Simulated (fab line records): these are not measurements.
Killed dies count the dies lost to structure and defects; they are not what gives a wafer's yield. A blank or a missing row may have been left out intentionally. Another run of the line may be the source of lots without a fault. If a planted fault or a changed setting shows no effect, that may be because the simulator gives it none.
fab line records + flow rit_cmos
record
- lots=6
- wafers=18
- last_day=7
route steps=202 shown ACTIVE@2
lots with no fault: from the same line, run without faults
start_h: the number of hours between the record's first day and the start of the first shown wafer of the lot + wait_h: hours elapsed since this lot's preceding step + " same as the row above + L1.1+2: several wafers, shown together as one row + - either no value or no given start + * or withheld: withheld + < > ~ a bound
route shown NAME@n: names a module that has steps shown in the file, with the first one's number in the route + usual: average and standard deviation across the fault-free wafers + same: alike in all rows + chamber/n: place in a boat + sites: readings site by site + _std_site: standard deviation across them + _edge_site: outer sites' mean less inner sites' + radius_mm: how far each site lies from the wafer's centre + mask NAME#n: copy n + behind: the tool/chamber that last shaped the wafer + hold: the reason the lot was held/the length of the hold in hours/how it ended + device: transistor that didn't switch, given as n, p or np + end of line: tests of these same wafers at the route's end + where a step has no rows: the recipe by itself + killed: count of dies lost to structure and defects at first sort (not the wafer's yield) + map: a wafer's dies, x killed, . not, _ none there
set.NAME: the setting the step ran with; set.NAME@STEP: the setting that earlier step ran with + model.NAME: the simulator's own value behind a step, which no gauge read
certain route steps with their lots: each step a table, each wafer a row
services: the hour from which a tool's chamber was out of use, counted from the record's first day as start_h (under 0 if before that day), plus the number of hours and why
## steps
# step RIT_ACTIVE_OXIDATION_01
# recipe
- temp_c=1000
- ambient=O2
- target_thk_a=468
- ox_time_s=3360
# step RIT_ACTIVE_THK_MEAS_02
# recipe
- reads=SiO2_of_ACTIVE_OXIDATION_01
# usual
- ACTIVE_OXIDE_THK=47.0/0.77
| lot.wafer | tool          | chamber | start_h | wait_h | ACTIVE_OXIDE_THK[nm] |
|-----------|---------------|---------|---------|--------|----------------------|
| L781.2    | film_metro-04 | -       | 32.06   | 0.0    | 45.2                 |
| L781.5    | "             | -       | "       | "      | 46.0                 |
| L781.6    | "             | -       | "       | "      | 45.8                 |
| L784.2    | film_metro-01 | -       | 47.06   | 0.0    | 47.1                 |
| L784.3    | "             | -       | "       | "      | 47.8                 |
| L784.5    | "             | -       | "       | "      | 47.4                 |
| L788.1    | film_metro-04 | -       | 67.05   | 0.0    | 48.4                 |
| L788.2    | "             | -       | "       | "      | 46.8                 |
| L788.4    | "             | -       | "       | "      | 48.0                 |
| L791.1    | film_metro-01 | -       | 82.05   | 0.0    | 46.5                 |
| L791.4    | "             | -       | "       | "      | 46.4                 |
| L791.6    | "             | -       | "       | "      | 47.2                 |
| L797.1    | film_metro-01 | -       | 112.05  | 0.0    | 45.6                 |
| L797.5    | "             | -       | "       | "      | 46.1                 |
| L797.6    | "             | -       | "       | "      | 46.2                 |
| L800.3    | film_metro-03 | -       | 127.07  | 0.0    | 45.7                 |
| L800.5    | "             | -       | "       | "      | 46.5                 |
| L800.6    | "             | -       | "       | "      | 46.0                 |
# step RIT_ACTIVE_CVD_03
# recipe
- material=Si3N4
- target_thk_nm=150
- temp_c=810
- precursor=SiH2Cl2/NH3
- time_s=1500
- pressure_mtorr=300
- sih2cl2_flow_sccm=60
- nh3_flow_sccm=150
# step RIT_ACTIVE_THK_MEAS_04
# recipe
- reads=Si3N4_of_ACTIVE_CVD_03
# usual
- ACTIVE_NITRIDE_THK=150.4/1.2
| lot.wafer | tool          | chamber | start_h | wait_h | ACTIVE_NITRIDE_THK[nm] |
|-----------|---------------|---------|---------|--------|------------------------|
| L781.2    | film_metro-01 | -       | 33.54   | 0.0    | 150.7                  |
| L781.5    | "             | -       | "       | "      | 150.1                  |
| L781.6    | "             | -       | "       | "      | 150.0                  |
| L784.2    | film_metro-01 | -       | 48.54   | 0.0    | 149.7                  |
| L784.3    | "             | -       | "       | "      | 150.5                  |
| L784.5    | "             | -       | "       | "      | 150.8                  |
| L788.1    | film_metro-04 | -       | 68.53   | 0.0    | 147.6                  |
| L788.2    | "             | -       | "       | "      | 148.0                  |
| L788.4    | "             | -       | "       | "      | 149.9                  |
| L791.1    | film_metro-03 | -       | 83.53   | 0.0    | 149.7                  |
| L791.4    | "             | -       | "       | "      | 147.2                  |
| L791.6    | "             | -       | "       | "      | 148.1                  |
| L797.1    | film_metro-04 | -       | 114.24  | 0.0    | 147.7                  |
| L797.5    | "             | -       | "       | "      | 149.3                  |
| L797.6    | "             | -       | "       | "      | 147.2                  |
| L800.3    | film_metro-03 | -       | 128.55  | 0.0    | 151.4                  |
| L800.5    | "             | -       | "       | "      | 150.6                  |
| L800.6    | "             | -       | "       | "      | 149.3                  |
# step RIT_ACTIVE_HMDS_05
# recipe
- prime_time_s=60
- prime_temp_c=140
# step RIT_ACTIVE_COAT_06
# recipe
- resist=NOVOLAK
- spin_rpm=3250
- resist_thk_nm=1000
# step RIT_ACTIVE_SOFTBAKE_07
# recipe
- resist=NOVOLAK
- temp_c=90
- time_s=60
# step RIT_ACTIVE_EXPOSE_08
# recipe
- mask_id=M1
- na=0.6
- source_shape=conventional
- sigma_outer=0.6
- target_cd_nm=1400
- dose_mj=225
# step RIT_ACTIVE_PEB_09
# recipe
- resist=NOVOLAK
- temp_c=withheld
- time_s=withheld
# step RIT_ACTIVE_DEVELOP_10
# recipe
- resist=NOVOLAK
- develop_time_s=50
- dev_temp_c=23
# step RIT_ACTIVE_CD_MEAS_11
# recipe
- target_cd_nm=1400
# usual
- cd_nm=1399.7/2.2
| lot.wafer | tool      | chamber | start_h | wait_h | cd_nm  |
|-----------|-----------|---------|---------|--------|--------|
| L781.2    | cd_sem-01 | -       | 34.58   | -      | 1401.0 |
| L781.5    | "         | -       | "       | "      | 1400.3 |
| L781.6    | "         | -       | "       | "      | 1399.8 |
| L784.2    | cd_sem-02 | -       | 49.58   | -      | 1396.9 |
| L784.3    | "         | -       | "       | "      | 1395.8 |
| L784.5    | "         | -       | "       | "      | 1395.6 |
| L788.1    | cd_sem-01 | -       | 69.44   | -      | 1399.6 |
| L788.2    | "         | -       | "       | "      | 1397.7 |
| L788.4    | "         | -       | "       | "      | 1398.0 |
| L791.1    | cd_sem-01 | -       | 84.56   | -      | 1402.3 |
| L791.4    | "         | -       | "       | "      | 1403.2 |
| L791.6    | "         | -       | "       | "      | 1404.3 |
| L797.1    | cd_sem-01 | -       | 115.27  | -      | 1402.4 |
| L797.5    | "         | -       | "       | "      | 1402.2 |
| L797.6    | "         | -       | "       | "      | 1403.8 |
| L800.3    | cd_sem-02 | -       | 129.48  | -      | 1399.5 |
| L800.5    | "         | -       | "       | "      | 1401.2 |
| L800.6    | "         | -       | "       | "      | 1401.5 |
# step RIT_ACTIVE_HARDBAKE_12
# recipe
- resist=NOVOLAK
- temp_c=140
- time_s=60
# step RIT_ACTIVE_ETCH_13
# recipe
- stop_on=SiO2
- chemistry=SF6
- target=Si3N4
- time_s=210
- over_etch_frac=0.4
- SF6_flow_sccm=200
- pressure_mtorr=260
- rf_w=125
- target_depth_a=2100
# usual
- drypump_motor_current_A=5.4/0.53
- oes_product_au=0.821/0.013
- throttle_valve_pct=7.47/0.082
| lot.wafer | tool        | chamber | start_h | wait_h | drypump_motor_current_A | oes_product_au | rf_hours_counter_h | throttle_valve_pct | model.NOVOLAK_of_ACTIVE_COAT_06.thk_nm |
|-----------|-------------|---------|---------|--------|-------------------------|----------------|--------------------|--------------------|----------------------------------------|
| L781.2    | rie_diel-03 | 0       | 34.83   | 0.1    | 5.8                     | 0.837          | 0                  | 7.54               | 649.4                                  |
| L781.5    | "           | 3       | "       | "      | 5.1                     | 0.815          | -                  | 7.53               | 648.1                                  |
| L781.6    | "           | 2       | "       | "      | 4.7                     | 0.800          | -                  | 7.42               | 657.8                                  |
| L784.2    | rie_diel-04 | 0       | 49.83   | 0.1    | 6.4                     | 0.835          | 135                | 7.31               | 648.8                                  |
| L784.3    | "           | 3       | "       | "      | 5.4                     | 0.837          | 66                 | 7.45               | 647.2                                  |
| L784.5    | "           | 1       | "       | "      | 5.5                     | 0.827          | -                  | 7.48               | 648.6                                  |
| L788.1    | rie_diel-03 | 2       | 69.71   | 0.1    | 4.7                     | 0.802          | 110                | 7.42               | 715.8                                  |
| L788.2    | "           | 3       | "       | "      | 5.1                     | 0.813          | 43                 | 7.53               | 647.3                                  |
| L788.4    | "           | 1       | "       | "      | 4.8                     | 0.802          | 0                  | 7.52               | 661.6                                  |
| L791.1    | rie_diel-03 | 2       | 84.83   | 0.1    | 4.7                     | 0.799          | 110                | 7.41               | 713.5                                  |
| L791.4    | "           | 0       | "       | "      | 5.8                     | 0.821          | 1                  | 7.57               | 646.2                                  |
| L791.6    | "           | 0       | "       | "      | 5.8                     | 0.834          | -                  | 7.56               | 647.2                                  |
| L797.1    | rie_diel-04 | 2       | 115.54  | 0.1    | 5.6                     | 0.792          | 131                | 7.39               | 659.8                                  |
| L797.5    | "           | 2       | "       | "      | 5.6                     | 0.800          | -                  | 7.39               | 660                                    |
| L797.6    | "           | 3       | "       | "      | 5.4                     | 0.828          | -                  | 7.44               | 652.2                                  |
| L800.3    | rie_diel-04 | 3       | 129.71  | 0.1    | 5.4                     | 0.837          | 67                 | 7.45               | 648.3                                  |
| L800.5    | "           | 2       | "       | "      | 5.6                     | 0.810          | -                  | 7.39               | 655.8                                  |
| L800.6    | "           | 0       | "       | "      | 6.4                     | 0.830          | -                  | 7.34               | 648.2                                  |
# step RIT_ACTIVE_STRIP_14
# recipe
- chemistry=O2
- time_s=180
- resist=NOVOLAK
- platen_temp_c=withheld
- power_w=500
- pressure_mtorr=4000
- o2_flow_sccm=4000
# usual
- drypump_motor_current_A=5.7/0.35
| lot.wafer | tool            | chamber | start_h | wait_h | drypump_motor_current_A | rf_hours_counter_h |
|-----------|-----------------|---------|---------|--------|-------------------------|--------------------|
| L781.2    | plasma_asher-01 | 1       | 34.97   | 0.1    | 6.2                     | 40                 |
| L781.5    | "               | 1       | "       | "      | 6.2                     | -                  |
| L781.6    | "               | 0       | "       | "      | 5.5                     | -                  |
| L784.2    | plasma_asher-04 | 0       | 49.97   | 0.1    | 5.5                     | 25                 |
| L784.3    | "               | 0       | "       | "      | 5.5                     | -                  |
| L784.5    | "               | 0       | "       | "      | 5.5                     | -                  |
| L788.1    | plasma_asher-04 | 1       | 69.84   | 0.1    | 5.3                     | 27                 |
| L788.2    | "               | 0       | "       | "      | 5.5                     | 27                 |
| L788.4    | "               | 0       | "       | "      | 5.5                     | -                  |
| L791.1    | plasma_asher-01 | 1       | 84.97   | 0.1    | 6.2                     | 45                 |
| L791.4    | "               | 1       | "       | "      | 6.2                     | -                  |
| L791.6    | "               | 0       | "       | "      | 5.6                     | -                  |
| L797.1    | plasma_asher-02 | 1       | 115.68  | 0.1    | 5.5                     | 46                 |
| L797.5    | "               | 1       | "       | "      | 5.5                     | -                  |
| L797.6    | "               | 0       | "       | "      | 6.1                     | -                  |
| L800.3    | plasma_asher-01 | 1       | 129.90  | 0.1    | 6.2                     | -                  |
| L800.5    | "               | 0       | "       | "      | 5.5                     | -                  |
| L800.6    | "               | 1       | "       | "      | 6.2                     | -                  |
## services
| tool            | chamber | start_h | hours | kind           |
|-----------------|---------|---------|-------|----------------|
| rie_diel-03     | 1       | 17.85   | -     | clean          |
| rie_diel-03     | 1       | 17.85   | 24.1  | scheduled_down |
| rie_diel-03     | 1       | 17.85   | 24.1  | vent_cycle     |
| plasma_asher-04 | -       | 30.02   | 10.5  | repair         |
| rie_diel-04     | -       | 38.62   | 1.4   | repair         |
| plasma_asher-01 | -       | 48.14   | 0.6   | repair         |
| rie_diel-04     | 2       | 75.73   | 3.9   | repair         |
| rie_diel-04     | -       | 85.46   | 1.3   | repair         |
| rie_diel-04     | 3       | 100.90  | 8.7   | repair         |
| plasma_asher-01 | -       | 108.75  | 9.0   | pm             |
| plasma_asher-01 | 0       | 108.75  | 9.0   | vent_cycle     |
| plasma_asher-01 | 1       | 108.75  | 9.0   | vent_cycle     |
| plasma_asher-01 | -       | 111.80  | 4.2   | repair         |
| plasma_asher-01 | 0       | 117.75  | -     | clean          |
| plasma_asher-01 | 1       | 117.75  | -     | clean          |
| rie_diel-04     | 1       | 121.16  | -     | clean          |
| rie_diel-04     | 1       | 121.16  | 15.9  | scheduled_down |
| rie_diel-04     | 1       | 121.16  | 15.9  | vent_cycle     |
## key
first_sign none at tools or gauges
model_effect
- step=RIT_ACTIVE_ETCH_13
- value=NOVOLAK_of_ACTIVE_COAT_06.thk_nm
- without=658.3
- struck=714.7
met_at RIT_ACTIVE_ETCH_13
struck_wafers L788.1,L791.1
sort_left_out L788.1,L791.1
tester_left_out L788,L791
onset_between 34.83 69.71
fault
- kind=process_parameter_drift
- tool=rie_diel-03
- chamber=2
- onset_h=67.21
- steps=RIT_ACTIVE_ETCH_13
- channel=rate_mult
- offset=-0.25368
- shape=step
- end_h=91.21
# tester_left_out: of these lots the tester's yield and bins aren't shown, on N5 and GAA mostly nor the transistor test; their killed dies are dies lost to structure and defects alone, not to doping, threshold or leakage, so they don't give the yield
# sort_left_out: the simulated sort isn't trusted on such a fault, so these wafers' sort isn't shown, and their yield isn't known
